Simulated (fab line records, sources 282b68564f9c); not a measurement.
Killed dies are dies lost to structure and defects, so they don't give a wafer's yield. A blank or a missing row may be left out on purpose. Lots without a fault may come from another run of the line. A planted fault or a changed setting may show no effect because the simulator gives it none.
Problem report in the 8D (eight disciplines) form, filled by code | flow rit_cmos | the parts of the form that need people (team, actions taken, sign-off) are left out

1. THE PROBLEM
run_length_s at RIT_PLDD_STRIP_09 reads a mean of 72.4 s on 3 wafers of 1 lot; wafers without a fault read 208.3 s with a standard deviation of 0.4. That is -99 or more standard deviations from the usual mean.
The step: strips in O2, time 180 s.
First seen on wafer L682.2, day 6 18:53, on plasma_asher-04. The record holds 39 wafers of 13 lots with a number at this step. Rule for "out", or "out of limits": more than 4 standard deviations from the usual mean. The other wafers with a number count as sound.

2. WHAT IT IS AND WHAT IT IS NOT
question                    | is                     | is not
which readings at this step | run_length_s           | drypump_motor_current_A
which lots                  | L682                   | L664, L668, L669, L672, L673, L674, L675, L676, L677, L678, L680, L686
which wafers of those lots  | all that have a number | -
read on which tools         | plasma_asher-04        | plasma_asher-01, plasma_asher-02
when                        | from day 6 18:53       | up to then (33 sound wafers); but 3 sound wafers of L686 came after

3. SUSPECTS, AND WHAT RULES EACH OUT
Counting: a tool at a process step up to the reading stays a suspect if it ran every lot that is out and no sound lot after the first of them.
- plasma_asher-02 at RIT_NRETRO_STRIP_09 (strips in O2, time 180 s): kept. It ran the lot that is out, L682 (day 6 03:41), and no sound lot after that; its last sound lot up to then is L672 (day 4 00:23).
- plasma_asher-02 at RIT_GATE_STRIP_20 (strips in O2, time 180 s): kept. It ran the lot that is out, L682 (day 6 11:50), and no sound lot after that; its last sound lot up to then is L675 (day 5 05:33).
- plasma_asher-04 at RIT_PLDD_STRIP_09 (strips in O2, time 180 s): kept. It ran the lot that is out, L682 (day 6 18:53), and no sound lot after that; its last sound lot up to then is L680 (day 6 09:05). Its own readings are out on those wafers: run_length_s.
Left after counting: plasma_asher-02 at RIT_NRETRO_STRIP_09, plasma_asher-02 at RIT_GATE_STRIP_20, plasma_asher-04 at RIT_PLDD_STRIP_09.

4. THE CAUSE (what the simulator had put in)
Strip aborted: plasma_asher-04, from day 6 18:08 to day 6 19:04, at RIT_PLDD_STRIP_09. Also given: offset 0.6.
Counting left 3 suspects, and this tool is among them.

5. THE CHAIN OF EFFECTS, in route order
Each row: a reading whose mean over the struck wafers that have a number lies more than 3 standard deviations from the usual. Only readings for which the record gives a usual standard deviation are gone through. hours: the time from each lot's start at the first step in this table that gives one to its start at this step, as a median over the lots. sigmas: the change in usual standard deviations.
hours | step              | reading             | usual   | on struck wafers | change | sigmas
0     | RIT_PLDD_STRIP_09 | run_length_s        | 208.3 s | 72.4             | -135.9 | -99 or more
14    | RIT_M1_PROBE_99   | killed_at_front_end | 6.5     | 264.0            | +257.5 | +92
14    | RIT_M1_PROBE_99   | killed_dies         | 6.5     | 264.0            | +257.5 | +92
14    | RIT_M1_PROBE_99   | killed_on_rim       | 1.7     | 70.0             | +68.3  | +53
The process steps in it:
- RIT_PLDD_STRIP_09: strips in O2, time 180 s.
- RIT_M1_PROBE_99

6. WHAT WOULD HAVE CAUGHT IT SOONER
In this record the first reading out of limits was taken at day 6 18:53, 1 hour after the fault began at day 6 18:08.
